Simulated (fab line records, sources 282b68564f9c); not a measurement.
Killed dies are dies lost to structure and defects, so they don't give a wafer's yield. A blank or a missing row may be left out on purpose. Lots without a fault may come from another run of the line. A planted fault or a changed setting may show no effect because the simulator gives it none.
fab line records | flow rit_cmos
record lots=13 wafers=39 last_day=7
route steps=202 shown NLDD@113 NSD@140 M1@184
lots that met no fault: from a run of the same line without faults
start_h: hours from the record's first day to the start of the lot's first wafer shown | wait_h: hours since the lot's step before | " the same as in the row above | L1.1+2: a row that stands for several wafers | - no value, or no start given | * or withheld: withheld | < > ~ a bound
route shown NAME@n: a module of which the file shows steps, and the number in the route of the first | usual: mean/standard deviation of fault-free wafers | same: alike in all rows | chamber/n: place in a boat | sites: the reading at each site | _std_site: their standard deviation | _edge_site: outer sites' mean less inner sites' | radius_mm: how far each site lies from the wafer's centre | mask NAME#n: copy n | behind: the tool/chamber that last shaped the wafer | hold: why the lot was held/for how many hours/how that ended | device: the transistor (n, p or np) that didn't switch | end of line: the same wafers' tests at the end of the route | a step without rows: its recipe alone | killed: dies lost to structure and defects at the first sort, not the wafer's yield | map: a wafer's dies, x killed, . not, _ none there
set.NAME: the setting as run; set.NAME@STEP: as run at that earlier step | model.NAME: the simulator's own value behind a step, which no gauge read
steps of the route over a sample of lots; a table a step, a row a wafer
services: from which hour (start_h, from the record's first day; less than 0 if before it) a tool's chamber was out of use, for how many hours, and why
## steps
# step RIT_NLDD_TW_MEAS_10
# usual NLDD_TW=2479/19
# columns lot.wafer tool chamber start_h wait_h NLDD_TW
L347.1 film_metro-02 - 42.92 0.1 2495
L347.5 " - " " 2501
L347.6 " - " " 2503
L348.2 film_metro-03 - 51.21 0.2 2489
L348.3 " - " " 2482
L348.4 " - " " 2484
L350.2 film_metro-01 - 60.17 0.1 2445
L350.3 " - " " 2453
L350.4 " - " " 2453
L351.1 film_metro-03 - 63.13 0.1 2493
L351.2 " - " " 2497
L351.4 " - " " 2484
L352.1 film_metro-03 - 70.83 0.1 2485
L352.3 " - " " 2496
L352.5 " - " " 2483
L353.1 film_metro-01 - 76.58 0.1 2443
L353.2 " - " " 2460
L353.6 " - " " 2444
L354.1 film_metro-03 - 78.78 0.1 2490
L354.3 " - " " 2497
L354.5 " - " " 2485
L355.1 film_metro-02 - 83.18 0.1 2498
L355.2 " - " " 2499
L355.3 " - " " 2500
L358.1 film_metro-03 - 97.77 0.1 2487
L358.3 " - " " 2481
L358.6 " - " " 2470
L360.2 film_metro-03 - 107.39 0.1 2474
L360.4 " - " " 2471
L360.5 " - " " 2489
L367.3 film_metro-03 - 143.00 0.1 2513
L367.4 " - " " 2500
L367.5 " - " " 2514
L369.1 film_metro-01 - 152.46 0.1 2441
L369.2 " - " " 2440
L369.4 " - " " 2447
L370.1 film_metro-03 - 157.68 0.1 2495
L370.4 " - " " 2483
L370.5 " - " " 2489
# step RIT_NSD_STRIP_09
# recipe chemistry=O2 time_s=180 resist=NOVOLAK platen_temp_c=withheld power_w=500 pressure_mtorr=4000 o2_flow_sccm=4000
# usual chamber_pressure_mTorr=3999/3.6 drypump_motor_current_A=6.1/0.43 rf_refl_power_W=6.7/1.6
# columns lot.wafer tool chamber start_h wait_h chamber_pressure_mTorr drypump_motor_current_A rf_hours_counter_h rf_refl_power_W
L347.1 plasma_asher-02 1 48.30 0.1 4002 5.5 25 9.7
L347.5 " 0 " " 4002 6.4 - 5.5
L347.6 " 1 " " 3998 5.5 - 9.0
L348.2 plasma_asher-02 0 57.32 0.1 4001 6.4 26 5.6
L348.3 " 1 " " 3997 5.5 - 9.5
L348.4 " 0 " " 3998 6.4 - 5.5
L350.2 plasma_asher-02 0 65.32 0.1 4008 6.4 27 5.8
L350.3 " 1 " " 4002 5.6 - 9.3
L350.4 " 0 " " 4000 6.4 - 5.9
L351.1 plasma_asher-01 0 69.40 0.1 4003 6.6 41 6.0
L351.2 " 1 " " 3999 6.4 41 5.4
L351.4 " 1 " " 4006 6.4 - 5.6
L352.1 plasma_asher-03 1 77.23 0.1 3999 5.6 44 6.1
L352.3 " 0 " " 4005 6.3 - 6.3
L352.5 " 0 " " 3997 6.3 - 6.3
L353.1 plasma_asher-01 1 81.77 0.1 4004 6.4 43 5.4
L353.2 " 0 " " 4002 6.6 43 6.1
L353.6 " 0 " " 3997 6.6 - 6.2
L354.1 plasma_asher-03 0 83.95 0.1 3998 6.3 44 6.7
L354.3 " 0 " " 4003 6.3 - 6.3
L354.5 " 1 " " 3996 5.6 - 5.4
L355.1 plasma_asher-01 1 88.91 0.1 4001 6.4 44 5.5
L355.2 " 0 " " 4001 6.6 44 6.1
L355.3 " 0 " " 4000 6.6 - 5.9
L358.1 plasma_asher-02 0 103.00 0.1 3998 6.4 31 5.6
L358.3 " 0 " " 3997 6.4 - 5.9
L358.6 " 0 " " 3999 6.4 - 6.0
L360.2 plasma_asher-01 1 113.56 0.1 3995 6.4 47 5.6
L360.4 " 1 " " 4016 6.4 - 5.4
L360.5 " 0 " " 3999 6.6 - 6.0
L367.3 plasma_asher-02 0 148.44 0.1 4001 6.4 - 5.7
L367.4 " 1 " " 3999 5.6 - 9.5
L367.5 " 0 " " 4000 6.4 - 5.6
L369.1 plasma_asher-02 0 157.75 0.1 4002 6.5 36 5.7
L369.2 " 1 " " 3994 5.5 36 9.8
L369.4 " 1 " " 3997 5.5 - 9.1
L370.1 plasma_asher-03 1 163.38 0.1 3992 5.6 5 5.6
L370.4 " 1 " " 4001 5.6 - 5.3
L370.5 " 0 " " 3999 6.3 - 6.4
# step RIT_M1_SPUTTER_00
# recipe material=Al target_thk_nm=400 power_w=2000 chamber_pressure_pa=0.4 gas=Ar time_s=500 substrate_temp_c=25
# usual throttle_valve_pct=30.1/0.97
# columns lot.wafer tool chamber start_h wait_h throttle_valve_pct
L347.1 pvd_sputter-02 - 53.65 0.0 30.8
L347.5 " - " " 30.5
L347.6 " - " " 29.3
L348.2 pvd_sputter-01 - 62.80 0.0 28.1
L348.3 " - " " 30.9
L348.4 " - " " 30.0
L350.2 pvd_sputter-04 - 71.09 0.0 29.7
L350.3 " - " " 31.1
L350.4 " - " " 30.3
L351.1 pvd_sputter-01 - 74.81 0.0 29.6
L351.2 " - " " 31.0
L351.4 " - " " 27.9
L352.1 pvd_sputter-04 - 82.61 0.0 31.0
L352.3 " - " " 29.8
L352.5 " - " " 30.7
L353.1 pvd_sputter-01 - 87.49 0.0 29.7
L353.2 " - " " 27.9
L353.6 " - " " 30.6
L354.1 pvd_sputter-04 - 89.45 0.0 29.9
L354.3 " - " " 30.5
L354.5 " - " " 30.6
L355.1 pvd_sputter-01 - 94.53 0.0 29.7
L355.2 " - " " 30.8
L355.3 " - " " 30.9
L358.1 pvd_sputter-04 - 108.60 0.0 30.9
L358.3 " - " " 30.4
L358.6 " - " " 29.5
L360.2 pvd_sputter-04 - 118.87 0.0 29.7
L360.4 " - " " 30.8
L360.5 " - " " 30.6
L367.3 pvd_sputter-01 - 153.97 0.0 30.4
L367.4 " - " " 28.1
L367.5 " - " " 31.0
L369.1 pvd_sputter-01 - 163.23 0.0 30.5
L369.2 " - " " 27.9
L369.4 " - " " 31.2
L370.1 pvd_sputter-01 - 168.73 0.0 29.7
L370.4 " - " " 31.0
L370.5 " - " " 31.2
# step RIT_M1_RS_MEAS_01
# recipe thk_meas_gauge=four-point-probe reads=Al_of_M1_SPUTTER_00
# usual M1_AL_RS=0.0733/0.0008
# columns lot.wafer tool chamber start_h wait_h M1_AL_RS[ohm/sq]
L347.1 film_metro-02 - 53.94 0.1 0.0732
L347.5 " - " " 0.0732
L347.6 " - " " 0.0726
L348.2 film_metro-02 - 63.12 0.2 0.0730
L348.3 " - " " 0.0720
L348.4 " - " " 0.0719
L350.2 film_metro-03 - 71.41 0.2 0.0735
L350.3 " - " " 0.0732
L350.4 " - " " 0.0733
L351.1 film_metro-02 - 75.10 0.1 0.0714
L351.2 " - " " 0.0717
L351.4 " - " " 0.0721
L352.1 film_metro-03 - 82.91 0.1 0.0744
L352.3 " - " " 0.0739
L352.5 " - " " 0.0746
L353.1 film_metro-03 - 87.79 0.1 0.0733
L353.2 " - " " 0.0737
L353.6 " - " " 0.0734
L354.1 film_metro-01 - 89.74 0.1 0.0739
L354.3 " - " " 0.0744
L354.5 " - " " 0.0745
L355.1 film_metro-03 - 94.83 0.1 0.0726
L355.2 " - " " 0.0730
L355.3 " - " " 0.0735
L358.1 film_metro-03 - 108.89 0.1 0.0559
L358.3 " - " " 0.0561
L358.6 " - " " 0.0560
L360.2 film_metro-03 - 119.18 0.2 0.0563
L360.4 " - " " 0.0556
L360.5 " - " " 0.0560
L367.3 film_metro-02 - 154.30 0.2 0.0737
L367.4 " - " " 0.0736
L367.5 " - " " 0.0742
L369.1 film_metro-03 - 163.53 0.1 0.0726
L369.2 " - " " 0.0734
L369.4 " - " " 0.0739
L370.1 film_metro-02 - 169.03 0.1 0.0727
L370.4 " - " " 0.0733
L370.5 " - " " 0.0733
# step RIT_M1_THK_MEAS_02
# recipe thk_meas_gauge=xrf reads=Al_of_M1_SPUTTER_00
# usual M1_AL_THK=402/4.7
# columns lot.wafer tool chamber start_h wait_h M1_AL_THK[nm]
L347.1 film_metro-02 - 54.06 0.1 401
L347.5 " - " " 400
L347.6 " - " " 406
L348.2 film_metro-02 - 63.23 0.1 404
L348.3 " - " " 408
L348.4 " - " " 408
L350.2 film_metro-03 - 71.52 0.1 401
L350.3 " - " " 402
L350.4 " - " " 400
L351.1 film_metro-02 - 75.22 0.1 416
L351.2 " - " " 412
L351.4 " - " " 409
L352.1 film_metro-03 - 83.03 0.1 394
L352.3 " - " " 396
L352.5 " - " " 393
L353.1 film_metro-03 - 87.91 0.1 401
L353.2 " - " " 400
L353.6 " - " " 401
L354.1 film_metro-01 - 89.86 0.1 399
L354.3 " - " " 395
L354.5 " - " " 392
L355.1 film_metro-03 - 94.95 0.1 406
L355.2 " - " " 405
L355.3 " - " " 398
L358.1 film_metro-03 - 109.01 0.1 525
L358.3 " - " " 524
L358.6 " - " " 522
L360.2 film_metro-03 - 119.29 0.1 522
L360.4 " - " " 529
L360.5 " - " " 522
L367.3 film_metro-02 - 154.40 0.1 400
L367.4 " - " " 399
L367.5 " - " " 398
L369.1 film_metro-03 - 163.65 0.1 406
L369.2 " - " " 403
L369.4 " - " " 399
L370.1 film_metro-02 - 169.15 0.1 402
L370.4 " - " " 402
L370.5 " - " " 401
# step RIT_M1_METAL_ETCH_12
# recipe stop_on=SiO2 chemistry=Cl2/BCl3 target=Al time_s=165 over_etch_frac=0.5 pressure_mtorr=100 target_depth_a=6000 rf_w=250 Cl2_flow_sccm=60 bcl3_flow_sccm=50
# usual chamber_pressure_mTorr=100.00/0.097 drypump_motor_current_A=5.5/0.59 oes_product_au=0.768/0.012 throttle_valve_pct=8.26/0.12
# columns lot.wafer tool chamber start_h wait_h chamber_pressure_mTorr drypump_motor_current_A oes_product_au rf_hours_counter_h throttle_valve_pct
L347.1 rie_metal-03 0 55.78 0.2 99.92 5.1 0.768 2 8.04
L347.5 " 1 " " 99.95 5.7 0.785 - 8.22
L347.6 " 0 " " 100.05 5.1 0.770 - 8.04
L348.2 rie_metal-04 0 64.73 0.2 100.03 6.7 0.753 1 8.34
L348.3 " 0 " " 99.98 6.7 0.766 - 8.35
L348.4 " 1 " " 99.92 5.4 0.796 - 8.29
L350.2 rie_metal-03 0 72.98 0.2 100.00 5.1 0.763 3 8.04
L350.3 " 1 " " 100.03 5.7 0.785 - 8.22
L350.4 " 0 " " 100.04 5.2 0.760 - 8.04
L351.1 rie_metal-04 0 76.75 0.2 100.05 6.7 0.764 1 8.34
L351.2 " 1 " " 100.11 5.4 0.781 1 8.28
L351.4 " 1 " " 100.14 5.4 0.784 - 8.28
L352.1 rie_metal-02 0 84.50 0.2 99.87 4.8 0.748 34 8.41
L352.3 " 0 " " 99.95 4.8 0.758 - 8.41
L352.5 " 1 " " 100.00 5.0 0.750 - 8.38
L353.1 rie_metal-03 1 89.38 0.2 99.99 5.7 0.779 3 8.21
L353.2 " 0 " " 99.99 5.1 0.763 3 8.04
L353.6 " 1 " " 99.83 5.7 0.783 - 8.23
L354.1 rie_metal-04 0 91.33 0.2 99.97 6.7 0.757 1 8.33
L354.3 " 0 " " 99.95 6.7 0.756 - 8.35
L354.5 " 1 " " 100.20 5.4 0.774 - 8.28
L355.1 rie_metal-02 1 96.42 0.2 99.99 5.0 0.756 34 8.37
L355.2 " 0 " " 99.98 4.8 0.768 34 8.39
L355.3 " 0 " " 100.01 4.8 0.758 - 8.40
L358.1 rie_metal-02 0 110.36 0.2 100.13 4.8 0.884 35 8.39
L358.3 " 0 " " 100.02 4.8 0.885 - 8.38
L358.6 " 0 " " 100.04 4.8 0.890 - 8.38
L360.2 rie_metal-02 1 120.63 0.2 99.93 5.0 0.875 34 8.35
L360.4 " 1 " " 100.03 5.0 0.890 - 8.34
L360.5 " 1 " " 99.90 5.0 0.882 - 8.35
L367.3 rie_metal-04 1 155.84 0.2 99.98 5.4 0.774 - 8.31
L367.4 " 1 " " 100.06 5.4 0.781 - 8.29
L367.5 " 1 " " 100.06 5.4 0.775 - 8.31
L369.1 rie_metal-03 0 165.17 0.2 99.99 5.1 0.766 4 8.04
L369.2 " 1 " " 99.84 5.7 0.780 4 8.21
L369.4 " 0 " " 99.88 5.2 0.751 - 8.05
L370.1 rie_metal-04 1 170.61 0.2 100.27 5.4 0.774 2 8.29
L370.4 " 1 " " 100.07 5.4 0.781 - 8.28
L370.5 " 1 " " 99.92 5.4 0.774 - 8.29
# step RIT_M1_STRIP_14
# recipe chemistry=O2 time_s=180 platen_temp_c=withheld power_w=500 pressure_mtorr=4000 o2_flow_sccm=4000
# usual chamber_pressure_mTorr=4000/3.2 drypump_motor_current_A=5.8/0.38 rf_refl_power_W=6.9/1.5
# columns lot.wafer tool chamber start_h wait_h chamber_pressure_mTorr drypump_motor_current_A rf_hours_counter_h rf_refl_power_W
L347.1 plasma_asher-04 0 56.12 0.0 4003 5.7 41 5.7
L347.5 " 1 " " 4002 5.4 - 8.4
L347.6 " 0 " " 4003 5.8 - 5.5
L348.2 plasma_asher-03 1 65.07 0.0 3995 5.6 42 5.9
L348.3 " 0 " " 4001 6.3 - 6.3
L348.4 " 1 " " 4002 5.6 - 5.7
L350.2 plasma_asher-03 0 73.32 0.0 3998 6.3 43 6.4
L350.3 " 1 " " 4000 5.6 - 5.8
L350.4 " 0 " " 3998 6.3 - 6.5
L351.1 plasma_asher-04 1 77.10 0.0 4000 5.4 43 9.6
L351.2 " 0 " " 4000 5.8 43 5.8
L351.4 " 0 " " 4002 5.7 - 5.6
L352.1 plasma_asher-02 0 84.85 0.0 4003 6.5 29 5.8
L352.3 " 1 " " 4000 5.6 - 9.6
L352.5 " 0 " " 3996 6.4 - 5.7
L353.1 plasma_asher-02 1 89.73 0.0 4001 5.5 30 9.8
L353.2 " 0 " " 3998 6.4 30 5.5
L353.6 " 0 " " 4000 6.4 - 5.7
L354.1 plasma_asher-03 0 91.69 0.0 4002 6.3 45 6.2
L354.3 " 1 " " 3997 5.6 - 5.6
L354.5 " 1 " " 4005 5.6 - 5.7
L355.1 plasma_asher-04 1 96.76 0.0 3994 5.4 46 8.5
L355.2 " 0 " " 4005 5.8 46 5.5
L355.3 " 0 " " 4000 5.8 - 5.5
L358.1 plasma_asher-04 0 110.73 0.0 3998 5.7 47 5.6
L358.3 " 0 " " 4004 5.7 - 5.5
L358.6 " 1 " " 3999 5.4 - 8.5
L360.2 plasma_asher-04 0 121.63 0.0 3996 5.7 49 5.9
L360.4 " 0 " " 4001 5.8 - 5.4
L360.5 " 0 " " 4000 5.8 - 5.6
L367.3 plasma_asher-04 1 156.29 0.1 4001 5.3 - 8.5
L367.4 " 0 " " 4003 5.8 - 5.4
L367.5 " 1 " " 4004 5.3 - 8.9
L369.1 plasma_asher-02 0 165.51 0.0 4000 6.4 37 5.6
L369.2 " 1 " " 4003 5.6 37 9.3
L369.4 " 1 " " 3992 5.6 - 9.2
L370.1 plasma_asher-03 1 170.94 0.0 3999 5.6 6 5.7
L370.4 " 1 " " 4005 5.6 - 5.9
L370.5 " 1 " " 4001 5.6 - 5.6
# step RIT_M1_PROBE_99
# usual defect_limited_yield=97.6/1.1 killed_at_contacts=0.1/0.25 killed_at_front_end=6.3/2.9 killed_dies=6.4/2.9 killed_open=3.3/2.1 killed_short=3.1/1.7
# same gross_dies=264 killed_at_M0_to_M3=0 killed_at_M4_up=0 killed_at_back_side=0 killed_at_other=0
# columns lot.wafer tool chamber start_h wait_h defect_limited_yield[%] killed_at_contacts killed_at_front_end killed_dies killed_open killed_short
L347.1 prober-01 - 58.03 0.1 98.1 0 5 5 2 3
L347.5 prober-01 - 58.23 0.2 97.0 0 8 8 4 4
L347.6 prober-01 - 58.28 0.2 97.3 0 7 7 4 3
L348.2 prober-02 - 67.03 0.1 99.6 0 1 1 0 1
L348.3 prober-02 - 67.08 0.2 98.1 0 5 5 3 2
L348.4 prober-02 - 67.13 0.2 96.2 0 10 10 3 7
L350.2 prober-02 - 75.28 0.1 97.0 0 8 8 6 2
L350.3 prober-02 - 75.33 0.2 96.2 0 10 10 4 6
L350.4 prober-02 - 75.38 0.2 97.7 0 6 6 2 2
L351.1 prober-01 - 79.02 0.1 97.7 1 5 6 3 3
L351.2 prober-01 - 79.07 0.1 97.7 0 6 6 3 3
L351.4 prober-01 - 79.17 0.2 98.9 1 2 3 2 1
L352.1 prober-02 - 86.82 0.1 98.9 0 3 3 0 3
L352.3 prober-02 - 86.92 0.2 98.1 0 5 5 3 2
L352.5 prober-02 - 87.02 0.2 99.2 0 2 2 0 2
L353.1 prober-01 - 91.65 0.1 98.1 0 5 5 4 1
L353.2 prober-01 - 91.70 0.1 98.1 0 5 5 3 2
L353.6 prober-01 - 91.90 0.2 97.3 0 7 7 4 3
L354.1 prober-02 - 93.60 0.1 96.2 0 10 10 4 6
L354.3 prober-02 - 93.70 0.2 98.1 0 5 5 2 3
L354.5 prober-02 - 93.80 0.2 97.3 0 7 7 5 2
L355.1 prober-01 - 98.67 0.1 98.1 0 5 5 4 1
L355.2 prober-01 - 98.72 0.1 97.0 0 8 8 3 5
L355.3 prober-01 - 98.77 0.2 97.3 0 7 7 3 4
L358.1 prober-02 - 112.64 0.1 97.7 0 6 6 3 3
L358.3 prober-02 - 112.74 0.2 98.1 0 5 5 2 3
L358.6 prober-02 - 112.89 0.2 95.5 0 12 12 5 7
L360.2 prober-01 - 123.72 0.1 97.0 0 8 8 5 3
L360.4 prober-01 - 123.82 0.2 98.1 0 5 5 3 2
L360.5 prober-01 - 123.87 0.2 97.3 0 7 7 4 3
L367.3 prober-02 - 158.77 0.2 99.2 0 2 2 0 2
L367.4 prober-02 - 158.82 0.2 98.1 0 5 5 2 3
L367.5 prober-02 - 158.87 0.2 97.7 0 6 6 2 4
L369.1 prober-02 - 170.43 0.1 97.7 0 6 6 3 3
L369.2 prober-02 - 170.48 0.1 97.7 1 5 6 3 3
L369.4 prober-02 - 170.58 0.2 97.0 0 8 8 6 2
L370.1 prober-01 - 175.20 0.1 98.9 0 3 3 0 3
L370.4 prober-01 - 175.35 0.2 97.3 0 7 7 6 1
L370.5 prober-01 - 175.40 0.2 97.7 0 6 6 2 3
# killed by level:class
L347.1 GATE:geometric_particle:short=2 FOX1:geometric_particle:short=1 GATE:geometric_particle:open=1 SPACER:geometric_particle:open=1
L347.5 REOX:geometric_particle:open=2 SILICIDE:geometric_particle:short=2 FOX1:geometric_particle:open=1 FOX2:geometric_particle:short=1 GATE:geometric_particle:open=1 SPACER:geometric_particle:short=1
L347.6 SILICIDE:geometric_particle:open=2 FOX1:geometric_particle:short=1 GATE:geometric_particle:open=1 REOX:geometric_particle:open=1 REOX:geometric_particle:short=1 SILICIDE:geometric_particle:short=1
L348.2 SPACER:geometric_particle:short=1
L348.3 SILICIDE:geometric_particle:short=2 FOX1:geometric_particle:open=1 GATE:geometric_particle:open=1 REOX:geometric_particle:open=1
L348.4 GATE:geometric_particle:short=5 REOX:geometric_particle:open=2 REOX:geometric_particle:short=2 FOX2:geometric_particle:open=1
L350.2 GATE:geometric_particle:open=3 REOX:geometric_particle:short=2 FOX1:geometric_particle:open=1 REOX:geometric_particle:open=1 SPACER:geometric_particle:open=1
L350.3 FOX1:geometric_particle:open=4 GATE:geometric_particle:short=3 FOX1:geometric_particle:short=1 REOX:geometric_particle:short=1 SILICIDE:geometric_particle:short=1
L350.4 ACTIVE:coat_microbubble_printed=2 FOX1:geometric_particle:open=1 FOX1:geometric_particle:short=1 GATE:geometric_particle:short=1 GATE:geometric_particle:open=1
L351.1 GATE:geometric_particle:short=1 REOX:geometric_particle:open=1 REOX:geometric_particle:short=1 SPACER:geometric_particle:open=1 SILICIDE:geometric_particle:open=1 CONTACT:geometric_particle:short=1
L351.2 FOX1:geometric_particle:open=2 SPACER:geometric_particle:short=2 SPACER:geometric_particle:open=1 SILICIDE:geometric_particle:short=1
L351.4 REOX:geometric_particle:open=1 SPACER:geometric_particle:short=1 CONTACT:geometric_particle:open=1
L352.1 GATE:geometric_particle:short=2 SPACER:geometric_particle:short=1
L352.3 REOX:geometric_particle:open=2 SILICIDE:geometric_particle:short=2 GATE:geometric_particle:open=1
L352.5 FOX1:geometric_particle:short=1 FOX2:geometric_particle:short=1
L353.1 GATE:geometric_particle:open=1 REOX:geometric_particle:open=1 SPACER:geometric_particle:open=1 SILICIDE:geometric_particle:short=1 SILICIDE:geometric_particle:open=1
L353.2 SILICIDE:geometric_particle:open=2 FOX1:geometric_particle:open=1 FOX2:geometric_particle:short=1 GATE:geometric_particle:short=1
L353.6 GATE:geometric_particle:short=2 GATE:geometric_particle:open=2 REOX:geometric_particle:open=1 SPACER:geometric_particle:short=1 SILICIDE:geometric_particle:open=1
L354.1 FOX1:geometric_particle:short=2 REOX:geometric_particle:short=2 SILICIDE:geometric_particle:open=2 GATE:geometric_particle:open=1 GATE:geometric_particle:short=1 REOX:geometric_particle:open=1 SILICIDE:geometric_particle:short=1
L354.3 FOX2:geometric_particle:short=1 GATE:geometric_particle:short=1 GATE:geometric_particle:open=1 SPACER:geometric_particle:short=1 SPACER:geometric_particle:open=1
L354.5 FOX2:geometric_particle:open=2 REOX:geometric_particle:open=2 FOX1:geometric_particle:open=1 FOX1:geometric_particle:short=1 SILICIDE:geometric_particle:short=1
L355.1 GATE:geometric_particle:open=4 GATE:geometric_particle:short=1
L355.2 REOX:geometric_particle:short=2 GATE:geometric_particle:short=1 GATE:geometric_particle:open=1 REOX:geometric_particle:open=1 SPACER:geometric_particle:short=1 SPACER:geometric_particle:open=1 SILICIDE:geometric_particle:short=1
L355.3 GATE:geometric_particle:short=3 FOX1:geometric_particle:open=1 FOX2:geometric_particle:open=1 REOX:geometric_particle:open=1 REOX:geometric_particle:short=1
L358.1 GATE:geometric_particle:open=2 GATE:geometric_particle:short=1 SPACER:geometric_particle:short=1 SILICIDE:geometric_particle:open=1 SILICIDE:geometric_particle:short=1
L358.3 FOX1:geometric_particle:short=1 FOX1:geometric_particle:open=1 REOX:geometric_particle:short=1 SPACER:geometric_particle:open=1 SILICIDE:geometric_particle:short=1
L358.6 SPACER:geometric_particle:short=4 FOX1:geometric_particle:open=2 SPACER:geometric_particle:open=2 SILICIDE:geometric_particle:short=2 GATE:geometric_particle:short=1 SILICIDE:geometric_particle:open=1
L360.2 GATE:geometric_particle:open=3 GATE:geometric_particle:short=2 REOX:geometric_particle:open=2 SPACER:geometric_particle:short=1
L360.4 GATE:geometric_particle:open=3 FOX2:geometric_particle:short=1 GATE:geometric_particle:short=1
L360.5 GATE:geometric_particle:open=2 GATE:geometric_particle:short=2 REOX:geometric_particle:short=1 REOX:geometric_particle:open=1 SPACER:geometric_particle:open=1
L367.3 GATE:geometric_particle:short=2
L367.4 REOX:geometric_particle:short=2 GATE:geometric_particle:short=1 REOX:geometric_particle:open=1 SPACER:geometric_particle:open=1
L367.5 FOX1:geometric_particle:short=1 FOX2:geometric_particle:short=1 GATE:geometric_particle:short=1 GATE:geometric_particle:open=1 SILICIDE:geometric_particle:open=1 SILICIDE:geometric_particle:short=1
L369.1 GATE:geometric_particle:short=2 GATE:geometric_particle:open=1 REOX:geometric_particle:open=1 SILICIDE:geometric_particle:short=1 SILICIDE:geometric_particle:open=1
L369.2 FOX1:geometric_particle:short=1 FOX1:geometric_particle:open=1 FOX2:geometric_particle:open=1 GATE:geometric_particle:short=1 SPACER:geometric_particle:open=1 CONTACT:geometric_particle:short=1
L369.4 REOX:geometric_particle:open=3 GATE:geometric_particle:short=2 SILICIDE:geometric_particle:open=2 SPACER:geometric_particle:open=1
L370.1 FOX2:geometric_particle:short=1 GATE:geometric_particle:short=1 REOX:geometric_particle:short=1
L370.4 GATE:geometric_particle:open=3 FOX1:geometric_particle:open=1 GATE:geometric_particle:short=1 REOX:geometric_particle:open=1 SPACER:geometric_particle:open=1
L370.5 REOX:geometric_particle:short=3 FOX1:geometric_particle:open=1 REOX:geometric_particle:open=1 NWELL:coat_microbubble_printed=1
## services
# columns tool chamber start_h hours kind
rie_metal-02 0 30.69 7.8 repair
pvd_sputter-01 - 31.59 6.0 repair
plasma_asher-01 - 46.11 1.4 repair
plasma_asher-03 - 52.92 0.6 repair
pvd_sputter-04 - 55.86 1.9 repair
pvd_sputter-04 - 61.35 7.5 repair
rie_metal-02 - 70.32 0.4 repair
plasma_asher-01 - 76.21 2.8 pm
pvd_sputter-01 - 83.96 1.1 repair
pvd_sputter-04 - 104.57 3.6 repair
plasma_asher-03 - 108.80 9.0 pm
plasma_asher-03 0 108.80 9.0 vent_cycle
plasma_asher-03 1 108.80 9.0 vent_cycle
plasma_asher-02 - 110.74 10.5 repair
plasma_asher-03 0 117.80 - clean
rie_metal-04 - 120.25 2.8 pm
plasma_asher-04 - 125.93 8.0 repair
pvd_sputter-04 - 128.38 0.5 repair
rie_metal-02 - 136.12 20.0 pm
pvd_sputter-01 - 140.22 10.2 repair
rie_metal-04 0 155.30 9.7 repair
plasma_asher-04 - 160.90 2.3 repair
plasma_asher-01 - 162.29 0.7 repair
pvd_sputter-02 - 165.64 7.3 repair
## key
first_sign step=RIT_M1_RS_MEAS_01 reading=M1_AL_RS direction=down sigmas=22 usual=0.0733 struck=0.0560
effect step=RIT_M1_THK_MEAS_02 reading=M1_AL_THK direction=up sigmas=26 usual=402 struck=524
effect step=RIT_M1_METAL_ETCH_12 reading=oes_product_au direction=up sigmas=9.5 usual=0.768 struck=0.884
met_at RIT_M1_SPUTTER_00
struck_lots L358,L360
not_acting_at RIT_NLDD_TW_MEAS_10,RIT_NSD_STRIP_09,RIT_M1_STRIP_14
onset_between 89.45 108.60
fault kind=process_parameter_drift tool=pvd_sputter-04 chamber=- onset_h=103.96 steps=RIT_M1_SPUTTER_00 channel=target_thk_nm offset=118.61 shape=step end_h=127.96 acts_in=these_recipes_only stated=400
